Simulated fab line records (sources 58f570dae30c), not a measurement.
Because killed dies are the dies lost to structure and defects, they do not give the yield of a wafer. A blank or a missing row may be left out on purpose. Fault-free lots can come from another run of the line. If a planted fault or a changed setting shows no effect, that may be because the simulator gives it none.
What tool caused it?	flow berkeley-cmos170	14 lots, 42 wafers sampled, at 3 steps of a route of 331

== WHAT EACH GAUGE READ, for each wafer ==
UCB170_M2_RS_MEAS_02: a four-point-probe measurement. Usual: for M2_AL_RS the level is 0.0319 ohm/sq and the standard deviation is 0.00035.
lot	measured	on	M2_AL_RS (ohm/sq)	flag
L702	day 8 16:04	film-metro-04	0.0318 0.0317 0.0319	
L706	day 9 09:00	film-metro-03	0.0317 0.0314 0.0322	
L704	day 9 13:26	film-metro-02	0.0323 0.0327 0.0323	
L703	day 9 15:21	film-metro-03	0.0322 0.0319 0.0321	
L707	day 10 05:20	film-metro-04	0.0323 0.0320 0.0325	
L710	day 10 07:42	film-metro-04	0.0314 0.0317 0.0322	
L709	day 10 10:02	film-metro-04	- - -	OFF
L711	day 10 17:52	film-metro-04	- - -	OFF
L713	day 11 05:16	film-metro-02	0.0316 0.0313 0.0315	
L720	day 13 01:41	film-metro-04	0.0323 0.0321 0.0320	
L722	day 13 03:35	film-metro-03	0.0324 0.0321 0.0320	
L723	day 13 03:44	film-metro-04	0.0313 0.0321 0.0311	
L721	day 13 04:44	film-metro-04	0.0319 0.0320 0.0318	
L724	day 13 05:07	film-metro-02	0.0317 0.0319 0.0317	

UCB170_M2_THK_MEAS_03: measures by xrf. Usual: for M2_AL_THK the level is 898 nm and the standard deviation is 12.
lot	measured	on	M2_AL_THK (nm)	flag
L702	day 8 16:11	film-metro-04	907 912 895	
L706	day 9 09:07	film-metro-03	905 917 892	
L704	day 9 13:33	film-metro-02	875 866 875	
L703	day 9 15:28	film-metro-03	891 897 896	
L707	day 10 05:27	film-metro-04	892 899 884	
L710	day 10 07:49	film-metro-04	907 905 891	
L709	day 10 10:10	film-metro-04	<1 <1 <1	OFF
L711	day 10 17:58	film-metro-04	<1 <1 <1	OFF
L713	day 11 05:23	film-metro-02	901 907 906	
L720	day 13 01:48	film-metro-04	886 898 897	
L722	day 13 03:42	film-metro-03	883 887 888	
L723	day 13 03:51	film-metro-04	914 893 921	
L721	day 13 04:51	film-metro-04	904 898 901	
L724	day 13 05:13	film-metro-02	896 893 900	

== EACH LOT AND THE TOOL THAT RAN IT (in order: tool; ch and the chambers of the sampled wafers; start) ==
lot	UCB170_M2_SPUTTER_01
L702	pvd-sputter-04, day 8 15:58
L706	pvd-sputter-01, day 9 08:55
L704	pvd-sputter-02, day 9 13:20
L703	pvd-sputter-02, day 9 15:14
L707	pvd-sputter-04, day 10 05:14
L710	pvd-sputter-01, day 10 07:37
L709	pvd-sputter-02, day 10 09:58
L711	pvd-sputter-04, day 10 17:46
L713	pvd-sputter-04, day 11 05:10
L720	pvd-sputter-02, day 13 01:35
L722	pvd-sputter-04, day 13 03:29
L723	pvd-sputter-01, day 13 03:38
L721	pvd-sputter-02, day 13 04:38
L724	pvd-sputter-04, day 13 04:59
- UCB170_M2_SPUTTER_01: material Al, target thk 900 nm, time 120 s.

== AS READ BY THE TOOLS THEMSELVES (means over the sampled wafers that have a number; for cases with no such wafer, the mark the record gives instead) ==
UCB170_M2_SPUTTER_01. Usual: cathode-dc-power-W 6000.1 W, standard deviation 1.1; chamber-pressure-pa 0.5001 Pa, standard deviation 0.001; throttle-valve-pct 29.8 %, standard deviation 1.2.
lot	tool	cathode-dc-power-W (W)	chamber-pressure-pa (Pa)	throttle-valve-pct (%)	flag
L702	pvd-sputter-04	6000.2	0.5001	29.8	
L706	pvd-sputter-01	6000.1	0.5004	30.4	
L704	pvd-sputter-02	5998.7	0.5000	28.8	
L703	pvd-sputter-02	6000.5	0.5011	29.8	
L707	pvd-sputter-04	6000.1	0.4997	30.1	
L710	pvd-sputter-01	6000.7	0.5001	31.0	
L709	pvd-sputter-02	-	-	-	OFF
L711	pvd-sputter-04	-	-	-	OFF
L713	pvd-sputter-04	6000.6	0.5000	29.7	
L720	pvd-sputter-02	6000.5	0.4999	27.8	
L722	pvd-sputter-04	6000.5	0.4993	29.3	
L723	pvd-sputter-01	5999.8	0.5003	31.3	
L721	pvd-sputter-02	6000.4	0.5001	29.7	
L724	pvd-sputter-04	6000.8	0.4991	29.6	

== THE ANSWER, worked out from the rows above alone ==
Rule: a lot is off if the mean of its wafers that have a number lies more than 3 standard deviations from the usual mean. Also off: a lot with no number at a reading for which 4 or more lots have one. The other lots that the step has rows for count as sound. The gauges are gone through in route order, then the tools' own readings, and for those a lot's mean is taken as printed above. At the first step where some lot is off, the reading lying furthest off is the one used; lots without a number count as furthest.
Off: at UCB170_M2_RS_MEAS_02 (M2_AL_RS), L709, L711. Without a number there: L709, L711.
A tool fits if, at a process step before that reading, it ran every lot that is off, and no sound lot after the first of them. The gauges at UCB170_M2_RS_MEAS_02 aren't tried: what is off there is off at UCB170_M2_SPUTTER_01 too, on other tools, and a gauge's error can't cause that. No candidate that was tried fits.

== WHAT THE SIMULATOR PUT IN ==
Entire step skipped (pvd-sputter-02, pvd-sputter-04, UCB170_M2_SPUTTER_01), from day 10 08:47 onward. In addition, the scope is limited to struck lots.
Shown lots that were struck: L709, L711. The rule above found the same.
